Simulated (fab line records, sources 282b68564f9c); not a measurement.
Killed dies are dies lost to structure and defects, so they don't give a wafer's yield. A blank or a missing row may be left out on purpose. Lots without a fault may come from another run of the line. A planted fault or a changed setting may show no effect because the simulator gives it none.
Split-lot experiment | flow rit_cmos | 5 lots, 23 wafers read, on a route of 202 steps

THE SPLIT
At RIT_NWELL_IMPLANT_08, the setting dose_cm2 was moved away from the recipe's 5e+13 on 10 of the 23 wafers read, by -5.5% to +6.5%. The other wafers ran this setting at the recipe's value.

FROM THE SPLIT TO THE READING: what the file shows between them, 5 steps
- RIT_NWELL_STRIP_09: strips in O2, time 180 s
- RIT_NWELL_TW_MEAS_10
- RIT_PWELL_IMPLANT_08 (also split here: energy_kev)
- RIT_PWELL_STRIP_09: strips in O2, time 180 s
- RIT_WELLDRIVE_ANNEAL_00: time 14700 s

THE READING
NWELL_RS, in ohm/sq, at RIT_WELLDRIVE_RS_MEAS_01 (measures by four-point-probe). Fault-free wafers of this fab line usually give 275.5 ohm/sq, standard deviation 0.91 ohm/sq.

wafer  | tool, chamber at the split | dose_cm2 as run | against the recipe | NWELL_RS, ohm/sq | against lot-mates on the recipe
L081.1 | implanter-01, 0            | 5e+13           | recipe             | 275.6            | -
L081.2 | implanter-01, 0            | 5e+13           | recipe             | 276.6            | -
L081.3 | implanter-01, 0            | 5e+13           | recipe             | 276.7            | -
L081.4 | implanter-01, 0            | 5.32e+13        | +6.4%              | 265.7            | -10.6
L081.6 | implanter-01, 0            | 5.32e+13        | +6.4%              | 265.6            | -10.7
L082.3 | implanter-03, 0            | 5e+13           | recipe             | 274.6            | -
L082.5 | implanter-03, 0            | 5e+13           | recipe             | 274.1            | -
L082.6 | implanter-03, 0            | 5e+13           | recipe             | 274.9            | -
L083.1 | implanter-01, 0            | 5.324e+13       | +6.5%              | 264.6            | -10.1
L083.2 | implanter-01, 0            | 5e+13           | recipe             | 274.9            | -
L083.3 | implanter-01, 0            | 5.324e+13       | +6.5%              | 264.1            | -10.6
L083.4 | implanter-01, 0            | 5.324e+13       | +6.5%              | 264.9            | -9.9
L083.5 | implanter-01, 0            | 5e+13           | recipe             | 274.6            | -
L084.1 | implanter-01, 0            | 5.301e+13       | +6.0%              | 267.1            | -9.5
L084.2 | implanter-01, 0            | 5e+13           | recipe             | 276.7            | -
L084.3 | implanter-01, 0            | 5.301e+13       | +6.0%              | 267.2            | -9.4
L084.4 | implanter-01, 0            | 5.301e+13       | +6.0%              | 267.2            | -9.4
L084.5 | implanter-01, 0            | 5e+13           | recipe             | 276.5            | -
L085.1 | implanter-03, 0            | 5e+13           | recipe             | 276.2            | -
L085.2 | implanter-03, 0            | 4.726e+13       | -5.5%              | 285.2            | +9.0
L085.4 | implanter-03, 0            | 5e+13           | recipe             | 275.8            | -
L085.5 | implanter-03, 0            | 5e+13           | recipe             | 276.5            | -
L085.6 | implanter-03, 0            | 4.726e+13       | -5.5%              | 285.8            | +9.6

THE FIT
A straight line over all 23 wafers: NWELL_RS changes by -1.63 ohm/sq for each +1% of dose_cm2; r = -0.99; the points scatter about the line by 0.93 ohm/sq.
The same after taking each lot's own level away (the mean of its wafers on the recipe; 23 wafers): -1.62 ohm/sq for each +1%; r = -1.00; scatter 0.37 ohm/sq.
On that fit, the largest move of dose_cm2 shifts the reading by 11 ohm/sq.
The lots' own levels span 274.53 to 276.60 ohm/sq, that is 2.3 times the standard deviation above.
So the lot-to-lot level changes the slope little: the two slopes agree.
Check: with one of the wafers moved furthest among these (+6.5%) left out of the fit, the line predicts -10.5 ohm/sq for it against its lot-mates. It came out at -10.1 ohm/sq against them.

OTHER SPLITS ON THESE WAFERS
These wafers also went through other splits before the reading. Each is held against what the fit with the lots' levels taken away leaves over:
other split on the same wafers      | wafers away from the commonest value | r with NWELL_RS (lot level and that fit taken away)
RIT_ACTIVE_CVD_03 sih2cl2_flow_sccm | 18                                   | -0.13
RIT_FOX2_OXIDATION_00 temp_c        | 15                                   | -0.15
RIT_PWELL_IMPLANT_08 energy_kev     | 11                                   | +0.47

THE WHOLE CHAIN: every reading that the file lists as answering this split, in the file's order
step                     | what it does                 | reading                                                                        | change (the file's fit)           | r (the file's)
RIT_NWELL_TW_MEAS_10     |                              | NWELL_TW                                                                       | +6.65 for each +1% of the setting | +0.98
RIT_WELLDRIVE_RS_MEAS_01 | measures by four-point-probe | NWELL_RS                                                                       | -1.63 for each +1% of the setting | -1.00
RIT_M1_PROBE_99          |                              | etest.nwell_pinched.rs_ohm_sq (the simulator's own value, which no gauge read) | -2.14 for each +1% of the setting | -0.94

THE FILE'S OWN FIT
NWELL_RS changes by -1.63 ohm/sq for each +1% of dose_cm2, r = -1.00.
